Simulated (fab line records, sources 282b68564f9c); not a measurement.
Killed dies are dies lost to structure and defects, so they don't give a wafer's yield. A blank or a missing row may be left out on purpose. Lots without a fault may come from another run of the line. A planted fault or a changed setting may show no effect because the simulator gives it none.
Which tool did it? | flow rit_cmos | 14 lots, 42 wafers sampled, at 2 steps of a route of 202

WHAT THE GAUGES READ, wafer by wafer
The record holds no reading of a measuring or inspecting step that can be judged against a usual standard deviation.

WHICH TOOL RAN EACH LOT (tool, then ch and the chambers of the sampled wafers, then the start)
lot  | RIT_M1_COAT_04                   | RIT_M1_PROBE_99
L949 | litho_track-04 ch 0, day 3 09:26 | prober-01, day 3 12:57
L950 | litho_track-03 ch 0, day 3 11:29 | prober-02, day 3 15:40
L951 | litho_track-04 ch 0, day 3 20:40 | prober-01, day 4 01:43
L952 | litho_track-01 ch 0, day 3 22:02 | prober-02, day 4 01:40
L953 | litho_track-04 ch 0, day 4 02:02 | prober-02, day 4 05:57
L954 | litho_track-04 ch 0, day 4 10:13 | prober-01, day 4 13:44
L958 | litho_track-03 ch 0, day 5 02:59 | prober-01, day 5 07:08
L961 | litho_track-04 ch 0, day 5 20:32 | prober-02, day 6 00:08
L963 | litho_track-03 ch 0, day 6 05:49 | prober-02, day 6 09:48
L964 | litho_track-03 ch 0, day 6 09:08 | prober-01, day 6 12:49
L965 | litho_track-01 ch 0, day 6 13:10 | prober-02, day 6 17:58
L967 | litho_track-03 ch 0, day 7 05:09 | prober-02, day 7 09:35
L969 | litho_track-03 ch 0, day 7 08:55 | prober-02, day 7 12:26
L972 | litho_track-01 ch 0, day 8 01:38 | prober-01, day 8 05:03
- RIT_M1_COAT_04: resist thk 1300 nm.
- RIT_M1_PROBE_99

WHAT THE TOOLS THEMSELVES READ (means of the sampled wafers that have a number; where no wafer has one, the mark that the record gives instead)
RIT_M1_COAT_04. Usual: exhaust_pa 45.1 Pa, standard deviation 0.83; spin_speed_rpm 1999.8 rpm, standard deviation 1.3.
lot  | tool           | exhaust_pa (Pa) | spin_speed_rpm (rpm) | flag
L949 | litho_track-04 | 45.3            | 1999.8               |
L950 | litho_track-03 | 45.8            | 1999.1               |
L951 | litho_track-04 | 45.9            | 1999.8               |
L952 | litho_track-01 | 46.0            | 1997.7               |
L953 | litho_track-04 | 45.6            | 1999.8               |
L954 | litho_track-04 | 44.3            | 2095.2               | OFF
L958 | litho_track-03 | 45.0            | 2000.3               |
L961 | litho_track-04 | 44.7            | 2096.4               | OFF
L963 | litho_track-03 | 44.1            | 2001.5               |
L964 | litho_track-03 | 45.0            | 2000.8               |
L965 | litho_track-01 | 45.5            | 1998.5               |
L967 | litho_track-03 | 45.5            | 1999.6               |
L969 | litho_track-03 | 44.7            | 1997.8               |
L972 | litho_track-01 | 45.8            | 1998.8               |

RIT_M1_PROBE_99. Usual: defect_limited_yield 97.3 %, standard deviation 1.2; killed_at_contacts 0.1, standard deviation 0.31; killed_at_front_end 7, standard deviation 3.2; killed_dies 7, standard deviation 3.2; killed_open 3.6, standard deviation 2.1; killed_short 3.5, standard deviation 2.1; sort_bin_3_pad_short 0.1 %, standard deviation 0.21; sort_bin_5_function 1.6 %, standard deviation 0.88; sort_bin_6_memory 1.0 %, standard deviation 0.66; sort_n_pass 257, standard deviation 3.2; sort_yield_pct 97.3 %, standard deviation 1.2.
lot  | tool      | defect_limited_yield (%) | killed_at_contacts | killed_at_front_end | killed_dies | killed_open | killed_short | sort_bin_3_pad_short (%) | sort_bin_5_function (%) | sort_bin_6_memory (%) | sort_n_pass | sort_yield_pct (%) | flag
L949 | prober-01 | 98.3                     | 0.0                | 4                   | 4           | 2.0         | 2.3          | 0.3                      | 0.9                     | 0.5                   | 260         | 98.3               |
L950 | prober-02 | 98.6                     | 0.0                | 4                   | 4           | 1.7         | 2.0          | 0.0                      | 1.0                     | 0.4                   | 260         | 98.6               |
L951 | prober-01 | 95.3                     | 0.0                | 12                  | 12          | 5.7         | 5.7          | 0.1                      | 2.8                     | 1.8                   | 252         | 95.3               |
L952 | prober-02 | 98.2                     | 0.3                | 4                   | 5           | 1.7         | 3.0          | 0.4                      | 1.3                     | 0.1                   | 259         | 98.2               |
L953 | prober-02 | 97.2                     | 0.0                | 7                   | 7           | 3.7         | 3.7          | 0.1                      | 1.8                     | 0.9                   | 257         | 97.2               |
L954 | prober-01 | 97.7                     | 0.0                | 6                   | 6           | 3.3         | 2.7          | 0.3                      | 1.3                     | 0.8                   | 258         | 97.7               |
L958 | prober-01 | 97.2                     | 0.0                | 7                   | 7           | 4.7         | 2.7          | 0.1                      | 2.2                     | 0.5                   | 257         | 97.2               |
L961 | prober-02 | 97.3                     | 0.0                | 7                   | 7           | 3.7         | 3.3          | 0.0                      | 0.9                     | 1.8                   | 257         | 97.3               |
L963 | prober-02 | 97.0                     | 0.0                | 8                   | 8           | 4.7         | 3.3          | 0.0                      | 1.9                     | 1.2                   | 256         | 97.0               |
L964 | prober-01 | 97.7                     | 0.0                | 6                   | 6           | 3.3         | 2.7          | 0.1                      | 1.4                     | 0.8                   | 258         | 97.7               |
L965 | prober-02 | 98.2                     | 0.0                | 5                   | 5           | 2.3         | 2.3          | 0.1                      | 0.9                     | 0.8                   | 259         | 98.2               |
L967 | prober-02 | 97.2                     | 0.0                | 7                   | 7           | 2.7         | 4.7          | 0.1                      | 1.7                     | 1.0                   | 257         | 97.2               |
L969 | prober-02 | 97.7                     | 0.0                | 6                   | 6           | 1.0         | 5.0          | 0.0                      | 0.9                     | 1.4                   | 258         | 97.7               |
L972 | prober-01 | 96.1                     | 0.3                | 10                  | 10          | 6.0         | 4.0          | 0.4                      | 2.3                     | 1.3                   | 254         | 96.1               |

THE ANSWER, worked out from the rows above alone
Rule: a lot is off if the mean of its wafers that have a number lies more than 3 standard deviations from the usual mean. A lot without any number at a reading at which 4 lots or more have one is off too. The other lots that the step has rows for count as sound. The gauges are gone through in route order, then the tools' own readings, and for those a lot's mean is taken as printed above. The first step at which some lot is off is used, and at that step the reading that is off furthest; a lot without a number counts as furthest.
Off: L954, L961, at RIT_M1_COAT_04 (spin_speed_rpm).
A tool fits if, at that step or a process step before it, it ran every lot that is off, and no sound lot after the first of them. One fits: litho_track-04 at RIT_M1_COAT_04. Its last sound lot is L953 (day 4 02:02), its first lot that is off L954 (day 4 10:13): a fault that began between those two fits.
The tool's own readings at RIT_M1_COAT_04 bear it out: on the lots that are off they differ by more than 5 times the standard deviation of the sound lots' means. spin_speed_rpm reads 2095.8 rpm there against 1999.5 rpm on the sound lots.

WHAT THE SIMULATOR HAD PUT IN
Process parameter drift: litho_track-04, from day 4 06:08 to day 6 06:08, at RIT_M1_COAT_04. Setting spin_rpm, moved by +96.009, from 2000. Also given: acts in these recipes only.
Lots struck among those shown: L954, L961. The rule above found the same.
